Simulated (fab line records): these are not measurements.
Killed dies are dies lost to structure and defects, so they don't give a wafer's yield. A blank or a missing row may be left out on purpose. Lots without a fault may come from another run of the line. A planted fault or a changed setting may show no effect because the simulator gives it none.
Which tool is to blame? ; flow berkeley cmos170 ; 42 wafers from 14 lots sampled at 6 of the route's 331 steps

WHAT THE GAUGES SHOWED, per wafer
UCB170_NLDD_TW_MEAS_11. Usual: NLDD_TW gives 2212 (standard deviation 9.8).
lot;measured;on;NLDD_TW;flag
L711;day 7 17:47;film metro-03;2223 2214 2221;
L712;day 7 18:12;film metro-01;2222 2217 2223;
L710;day 7 18:44;film metro-02;2205 2229 2208;
L709;day 7 19:03;film metro-02;2214 2203 2218;
L707;day 7 19:08;film metro-01;2210 2202 2221;
L714;day 8 21:58;film metro-03;2219 2203 2221;
L716;day 8 22:20;film metro-03;2224 2215 2218;
L715;day 8 22:41;film metro-03;2236 2222 2199;
L721;day 10 07:11;film metro-01;2223 2207 2217;
L722;day 10 07:25;film metro-03;2193 2197 2199;
L724;day 11 06:02;film metro-02;2210 2197 2209;
L726;day 11 12:54;film metro-03;2194 2201 2194;
L728;day 11 13:11;film metro-03;2204 2206 2211;
L727;day 11 13:27;film metro-03;2208 2202 2210;

UCB170_M1_RS_MEAS_01: the measuring method here is four-point-probe. Usual: M1_AL_RS gives 0.0485 ohm/sq (standard deviation 0.00051).
lot;measured;on;M1_AL_RS (ohm/sq);flag
L711;day 8 13:24;film metro-02;0.0487 0.0489 0.0479;
L712;day 8 13:40;film metro-01;0.0487 0.0495 0.0495;
L710;day 8 13:09;film metro-03;0.0492 0.0478 0.0483;
L709;day 8 18:06;film metro-01;0.0480 0.0486 0.0478;
L707;day 8 13:47;film metro-03;0.0486 0.0490 0.0490;
L714;day 9 17:17;film metro-02;0.0494 0.0492 0.0488;
L716;day 9 17:38;film metro-01;0.0485 0.0483 0.0495;
L715;day 9 18:32;film metro-03;0.0485 0.0484 0.0491;
L721;day 11 00:26;film metro-02;0.0241 0.0238 0.0238;OFF
L722;day 11 00:21;film metro-03;0.0481 0.0483 0.0480;
L724;day 12 02:29;film metro-03;0.0240 0.0244 0.0241;OFF
L726;day 12 08:23;film metro-01;0.0484 0.0486 0.0481;
L728;day 12 09:11;film metro-03;0.0485 0.0483 0.0489;
L727;day 12 09:27;film metro-02;0.0487 0.0488 0.0490;

UCB170_M1_THK_MEAS_02: measures by xrf. Usual: M1_AL_THK gives 603 nm (standard deviation 7.1).
lot;measured;on;M1_AL_THK (nm);flag
L711;day 8 13:31;film metro-02;602 603 610;
L712;day 8 13:46;film metro-01;601 588 588;
L710;day 8 13:16;film metro-03;595 612 604;
L709;day 8 18:13;film metro-01;604 599 610;
L707;day 8 13:53;film metro-03;604 597 598;
L714;day 9 17:24;film metro-02;589 593 599;
L716;day 9 17:46;film metro-01;605 607 593;
L715;day 9 18:39;film metro-03;608 607 598;
L721;day 11 00:32;film metro-02;1196 1210 1216;OFF
L722;day 11 00:28;film metro-03;607 607 610;
L724;day 12 02:37;film metro-03;1215 1201 1209;OFF
L726;day 12 08:30;film metro-01;606 597 603;
L728;day 12 09:19;film metro-03;609 610 599;
L727;day 12 09:34;film metro-02;597 595 592;

TOOL THAT RAN EACH LOT (tool first, then ch and the chambers of the sampled wafers, then the start)
lot;UCB170_CONTACT_STRIP_06;UCB170_CONTACT_RTA_08;UCB170_M1_SPUTTER_00
L711;plasma asher-04 ch 0,1, day 8 10:16;rtp anneal-01 ch 0, day 8 11:20;pvd sputter-03, day 8 13:20
L712;plasma asher-04 ch 0,1, day 8 10:43;rtp anneal-01 ch 0, day 8 11:25;pvd sputter-01, day 8 13:35
L710;plasma asher-03 ch 0,1, day 8 10:16;rtp anneal-02 ch 0, day 8 11:20;pvd sputter-02, day 8 13:05
L709;plasma asher-01 ch 0,1, day 8 15:26;rtp anneal-01 ch 0, day 8 15:43;pvd sputter-03, day 8 18:02
L707;plasma asher-01 ch 0,1, day 8 10:17;rtp anneal-02 ch 0, day 8 11:26;pvd sputter-02, day 8 13:41
L714;plasma asher-01 ch 0,1, day 9 15:07;rtp anneal-01 ch 0, day 9 15:23;pvd sputter-03, day 9 17:13
L716;plasma asher-03 ch 0,1, day 9 15:07;rtp anneal-02 ch 0, day 9 15:23;pvd sputter-02, day 9 17:35
L715;plasma asher-01 ch 0,1, day 9 16:22;rtp anneal-02 ch 0, day 9 16:38;pvd sputter-01, day 9 18:28
L721;plasma asher-01 ch 0,1, day 10 21:53;rtp anneal-01 ch 0, day 10 22:08;pvd sputter-03, day 11 00:07
L722;plasma asher-03 ch 0,1, day 10 21:57;rtp anneal-01 ch 0, day 10 22:18;pvd sputter-01, day 11 00:17
L724;plasma asher-01 ch 0,1, day 11 21:32;rtp anneal-01 ch 0, day 11 23:06;pvd sputter-02, day 12 02:02
L726;plasma asher-04 ch 0,1, day 12 06:25;rtp anneal-01 ch 0, day 12 06:42;pvd sputter-03, day 12 08:19
L728;plasma asher-04 ch 0,1, day 12 07:14;rtp anneal-02 ch 0, day 12 07:30;pvd sputter-02, day 12 09:08
L727;plasma asher-01 ch 0,1, day 12 07:14;rtp anneal-01 ch 0, day 12 07:31;pvd sputter-01, day 12 09:22
- UCB170_CONTACT_STRIP_06: strips in O2.
- UCB170_CONTACT_RTA_08: time 10 s.
- UCB170_M1_SPUTTER_00: material Al, target thk 600 nm, time 80 s.

WHAT THE TOOLS THEMSELVES READ (means of the sampled wafers that have a number; where no wafer has one, the mark that the record gives instead)
UCB170_CONTACT_STRIP_06. Usual: chamber pressure mTorr 3500 mTorr, standard deviation 3.2; drypump motor current A 5.71 A, standard deviation 0.28; o2 flow sccm 399.8 sccm, standard deviation 1; oes product au 0.734 a.u., standard deviation 0.0045; strip time to endpoint s 22.01 s, standard deviation 0.061.
lot;tool;chamber pressure mTorr (mTorr);drypump motor current A (A);o2 flow sccm (sccm);oes product au (a.u.);strip time to endpoint s (s);flag
L711;plasma asher-04;3502;5.77;399.7;0.732;22.05;
L712;plasma asher-04;3499;5.92;399.6;0.732;21.99;
L710;plasma asher-03;3503;5.56;399.8;0.734;22.01;
L709;plasma asher-01;3497;5.55;399.4;0.732;22.01;
L707;plasma asher-01;3501;5.55;400.6;0.733;22.04;
L714;plasma asher-01;3500;5.79;399.1;0.738;22.02;
L716;plasma asher-03;3502;5.60;400.7;0.737;22.05;
L715;plasma asher-01;3502;5.80;399.1;0.734;21.98;
L721;plasma asher-01;3501;5.54;398.9;0.733;21.88;
L722;plasma asher-03;3498;5.57;401.0;0.738;21.91;
L724;plasma asher-01;3500;5.57;399.1;0.735;21.96;
L726;plasma asher-04;3499;5.91;399.1;0.728;22.10;
L728;plasma asher-04;3501;5.78;398.9;0.734;21.97;
L727;plasma asher-01;3500;5.56;399.1;0.733;21.99;

UCB170_CONTACT_RTA_08. Usual: lamp power pct 23.1 %, standard deviation 0.88; wafer_temp_C_max 902.5, standard deviation 0.71.
lot;tool;lamp power pct (%);wafer_temp_C_max;flag
L711;rtp anneal-01;22.2;901.9;
L712;rtp anneal-01;22.2;902.3;
L710;rtp anneal-02;24.0;902.4;
L709;rtp anneal-01;22.2;902.3;
L707;rtp anneal-02;24.0;902.7;
L714;rtp anneal-01;22.2;902.1;
L716;rtp anneal-02;24.0;902.9;
L715;rtp anneal-02;24.0;902.8;
L721;rtp anneal-01;22.2;903.3;
L722;rtp anneal-01;22.2;902.4;
L724;rtp anneal-01;22.2;902.0;
L726;rtp anneal-01;22.2;901.4;
L728;rtp anneal-02;24.0;903.0;
L727;rtp anneal-01;22.2;902.5;

UCB170_M1_SPUTTER_00. Usual: throttle valve pct at 30.2 %, with a standard deviation of 0.91.
lot;tool;throttle valve pct (%);flag
L711;pvd sputter-03;29.6;
L712;pvd sputter-01;30.3;
L710;pvd sputter-02;30.1;
L709;pvd sputter-03;29.6;
L707;pvd sputter-02;30.0;
L714;pvd sputter-03;30.4;
L716;pvd sputter-02;30.6;
L715;pvd sputter-01;30.0;
L721;pvd sputter-03;30.7;
L722;pvd sputter-01;30.4;
L724;pvd sputter-02;30.0;
L726;pvd sputter-03;29.7;
L728;pvd sputter-02;30.6;
L727;pvd sputter-01;29.9;

THE ANSWER, worked out from the rows above alone
Rule: a lot is off if the mean of its wafers that have a number lies more than 3 standard deviations from the usual mean. A lot without any number at a reading at which 4 lots or more have one is off too. Where the step has rows for the other lots, those lots are counted as sound. First the gauges in route order, then the tools' own readings, where a lot's mean is used as printed above. The first step at which some lot is off is used, and at that step the reading that is off furthest; a lot without a number counts as furthest.
Off: L721, L724, seen at UCB170_M1_RS_MEAS_01 (M1_AL_RS).
If a tool, at a process step before that reading, ran all the lots that are off and no sound lot after the first of them, it fits. Those tools and the gauges at UCB170_M1_RS_MEAS_01 are tried in the same way. None of those tried fits.

WHAT THE SIMULATOR PUT IN
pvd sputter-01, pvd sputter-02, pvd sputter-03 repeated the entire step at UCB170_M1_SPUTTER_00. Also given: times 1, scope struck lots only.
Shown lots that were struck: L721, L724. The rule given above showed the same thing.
